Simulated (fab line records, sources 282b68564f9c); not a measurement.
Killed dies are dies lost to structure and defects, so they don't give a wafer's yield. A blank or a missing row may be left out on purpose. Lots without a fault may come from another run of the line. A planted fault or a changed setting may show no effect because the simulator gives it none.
Split-lot experiment | flow rit_cmos | 5 lots, 21 wafers read, on a route of 202 steps

THE SPLIT
At RIT_GATE_DEVELOP_15 (develop time 50 s), the setting develop_time_s was moved away from the recipe's 50 s on 9 of the 21 wafers read, by -15.0% to +11.6%. The other wafers ran this setting at the recipe's value.

FROM THE SPLIT TO THE READING: what the file shows between them, 31 steps
- RIT_GATE_HARDBAKE_18: time 60 s
- RIT_GATE_ETCH_19: etches poly-Si in SF6/CHF3/O2, stops on SiO2, time 165 s, target depth 312.5 nm
- RIT_NLDD_COAT_01: resist thk 1000 nm (also split here: resist_thk_nm)
- RIT_NLDD_SOFTBAKE_02: time 60 s (also split here: time_s)
- RIT_NLDD_EXPOSE_03: exposes mask M7, target cd 40700 nm
- RIT_NLDD_PEB_04
- RIT_NLDD_DEVELOP_05: develop time 50 s
- RIT_NLDD_HARDBAKE_07: time 60 s
- RIT_PLDD_COAT_01: resist thk 1000 nm (also split here: resist_thk_nm)
- RIT_PLDD_SOFTBAKE_02: time 60 s
- RIT_PLDD_EXPOSE_03: exposes mask M8, target cd 40900 nm
- RIT_PLDD_DEVELOP_05: develop time 50 s
- RIT_PLDD_HARDBAKE_07: time 60 s
- RIT_PLDD_IMPLANT_08 (also split here: dose_cm2)
- RIT_NSD_COAT_01: resist thk 1000 nm (also split here: spin_rpm)
- RIT_NSD_SOFTBAKE_02: time 60 s
- RIT_NSD_EXPOSE_03: exposes mask M9, target cd 40700 nm
- RIT_NSD_DEVELOP_05: develop time 50 s
- RIT_NSD_HARDBAKE_07: time 60 s
- RIT_NSD_IMPLANT_08 (also split here: dose_cm2)
- RIT_SDANNEAL_CLEAN_02: cleans in SC2, time 600 s (also split here: time_s)
- RIT_SDANNEAL_RTA_03: time 5 s
- RIT_SDANNEAL_RS_MEAS_05: measures by four-point-probe
- RIT_SDANNEAL_RS_MEAS_06: measures by four-point-probe
- RIT_CONTACT_CVD_00: deposits SiO2 from TEOS, target thk 400 nm, time 61 s (also split here: time_s)
- RIT_CONTACT_THK_MEAS_01
- RIT_CONTACT_HMDS_02: prime time 60 s
- RIT_CONTACT_COAT_03: resist thk 1000 nm
- RIT_CONTACT_HARDBAKE_10: time 60 s
- RIT_CONTACT_ETCH_11: etches SiO2 in CHF3/CF4/Ar, stops on TiSi2, target depth 480 nm, time 320 s
- RIT_M1_COAT_04: resist thk 1300 nm (also split here: resist_thk_nm)

THE READING
etest.nmos_0p15.r_on_ohm_um (the simulator's own value, which no gauge read), at RIT_M1_PROBE_99. The file gives no usual value for it. The 12 wafers here that ran the recipe average 1134.7, standard deviation 35.

wafer  | tool, chamber at the split | develop_time_s as run, s | against the recipe | etest.nmos_0p15.r_on_ohm_um | against lot-mates on the recipe
L076.1 | litho_track-03, 0          | 50                       | recipe             | 1091                        | -
L076.2 | litho_track-03, 0          | 55.79                    | +11.6%             | 991.6                       | -124.7
L076.4 | litho_track-03, 0          | 55.79                    | +11.6%             | 954.1                       | -162.2
L076.5 | litho_track-03, 0          | 50                       | recipe             | 1148                        | -
L076.6 | litho_track-03, 0          | 50                       | recipe             | 1110                        | -
L078.1 | litho_track-03, 0          | 46.15                    | -7.7%              | 1216                        | +89.0
L078.3 | litho_track-03, 0          | 46.15                    | -7.7%              | 1240                        | +113.0
L078.4 | litho_track-03, 0          | 50                       | recipe             | 1156                        | -
L078.5 | litho_track-03, 0          | 50                       | recipe             | 1098                        | -
L078.6 | litho_track-03, 0          | 46.15                    | -7.7%              | 1195                        | +68.0
L080.1 | litho_track-03, 0          | 50                       | recipe             | 1155                        | -
L080.5 | litho_track-03, 0          | 50                       | recipe             | 1082                        | -
L080.6 | litho_track-03, 0          | 42.51                    | -15.0%             | 1366                        | +247.5
L083.1 | litho_track-04, 0          | 50                       | recipe             | 1167                        | -
L083.2 | litho_track-04, 0          | 50                       | recipe             | 1130                        | -
L083.6 | litho_track-04, 0          | 50                       | recipe             | 1109                        | -
L081.1 | litho_track-03, 0          | 52.85                    | +5.7%              | 1077                        | -108.0
L081.3 | litho_track-03, 0          | 50                       | recipe             | 1181                        | -
L081.4 | litho_track-03, 0          | 52.85                    | +5.7%              | 1079                        | -106.0
L081.5 | litho_track-03, 0          | 50                       | recipe             | 1189                        | -
L081.6 | litho_track-03, 0          | 52.85                    | +5.7%              | 1082                        | -103.0

THE FIT
A straight line over all 21 wafers: etest.nmos_0p15.r_on_ohm_um changes by -13.1 for each +1% of develop_time_s; r = -0.93; the points scatter about the line by 32.
The same after taking each lot's own level away (the mean of its wafers on the recipe; 21 wafers): -14.2 for each +1%; r = -0.96; scatter 28.
On that fit, the largest move of develop_time_s shifts the reading by 2.1e+02.
The lots' own levels span 1116.33 to 1185.00, that is 2.0 times the standard deviation above.
So the lot-to-lot level changes the slope little: the two slopes agree.
Check: with one of the wafers moved furthest among these (-15.0%) left out of the fit, the line predicts +191 for it against its lot-mates. It came out at +248 against them.

OTHER SPLITS ON THESE WAFERS
These wafers also went through other splits before the reading. Each is held against what the fit with the lots' levels taken away leaves over:
other split on the same wafers | wafers away from the commonest value | r with etest.nmos_0p15.r_on_ohm_um (lot level and that fit taken away)
RIT_NLDD_COAT_01 resist_thk_nm | 6                                    | +0.04
RIT_NLDD_SOFTBAKE_02 time_s    | 6                                    | -0.09
RIT_PLDD_COAT_01 resist_thk_nm | 10                                   | +0.16
RIT_PLDD_IMPLANT_08 dose_cm2   | 6                                    | +0.04
RIT_NSD_COAT_01 spin_rpm       | 5                                    | -0.09
RIT_NSD_IMPLANT_08 dose_cm2    | 9                                    | -0.22
RIT_SDANNEAL_CLEAN_02 time_s   | 13                                   | +0.36
RIT_CONTACT_CVD_00 time_s      | 4                                    | -0.04
RIT_M1_COAT_04 resist_thk_nm   | 8                                    | -0.26

THE WHOLE CHAIN: every reading that the file lists as answering this split, in the file's order
step             | what it does                                                                    | reading                                                                        | change (the file's fit)           | r (the file's)
RIT_GATE_ETCH_19 | etches poly-Si in SF6/CHF3/O2, stops on SiO2, time 165 s, target depth 312.5 nm | GATE.cd_nm (the simulator's own value, which no gauge read)                    | -2 nm for each +1% of the setting | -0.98
RIT_M1_PROBE_99  |                                                                                 | etest.nmos_0p3.r_on_ohm_um (the simulator's own value, which no gauge read)    | -13.6 for each +1% of the setting | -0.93
RIT_M1_PROBE_99  |                                                                                 | etest.pmos_0p3.r_on_ohm_um (the simulator's own value, which no gauge read)    | -47.8 for each +1% of the setting | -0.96
RIT_M1_PROBE_99  |                                                                                 | etest.nmos_narrow.drive_ua_um (the simulator's own value, which no gauge read) | +1.39 for each +1% of the setting | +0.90
RIT_M1_PROBE_99  |                                                                                 | etest.nmos_0p15.r_on_ohm_um (the simulator's own value, which no gauge read)   | -14.3 for each +1% of the setting | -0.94

THE FILE'S OWN FIT
etest.nmos_0p15.r_on_ohm_um changes by -14.3 for each +1% of develop_time_s, r = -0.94.
